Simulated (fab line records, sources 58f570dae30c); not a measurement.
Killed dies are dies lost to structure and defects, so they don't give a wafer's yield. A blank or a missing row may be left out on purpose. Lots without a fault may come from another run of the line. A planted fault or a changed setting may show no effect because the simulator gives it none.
Chamber matching | flow berkeley_cmos170 | UCB170_SILICIDE_WET_ETCH_05 on wet_bench-04: 4 sister chambers
The step etches Ti in SPM, time 45 s. 4 wafers are shown with their chamber, then 8 later ones without.

WAFERS WITH THEIR CHAMBER
wafer  | chamber | temp_c (C)
L262.6 | 1       | 120.26
L271.6 | 3       | 119.74
L272.6 | 0       | 119.93
L278.1 | 2       | 120.11

WAFERS WITHOUT THEIR CHAMBER
wafer  | temp_c (C)
L278.3 | 120.03
L278.4 | 120.04
L276.1 | 119.77
L276.4 | 119.81
L276.5 | 119.95
L280.1 | 120.07
L280.2 | 119.98
L280.6 | 120.08

WHICH CHAMBER EACH WENT THROUGH
wafer  | from the rows above     | in truth
L278.3 | can't be placed: 2 or 0 | 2
L278.4 | can't be placed: 2 or 0 | 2
L276.1 | 3                       | 3
L276.4 | can't be placed: 3 or 0 | 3
L276.5 | 0                       | 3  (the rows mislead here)
L280.1 | can't be placed: 2 or 0 | 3
L280.2 | can't be placed: 0 or 2 | 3
L280.6 | 2                       | 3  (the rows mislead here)
Placed correctly: 1 of 8. Can't be placed from these rows: 5 (the true chamber is among the candidates in 3). Placed wrongly: 2.
How it was worked out, from the rows above alone: a wafer's distance from a chamber is the root of the sum, over the readings, of the square of ((its reading less the chamber's mean) divided by the reading's scatter). The wafer belongs to the nearest chamber; if the next one is less than 2 further off, it can't be placed. A chamber's mean is the mean of its shown wafers. The scatter: with one shown wafer a chamber, the root of the mean of the squares of how far each hidden wafer lies from its nearest shown one.
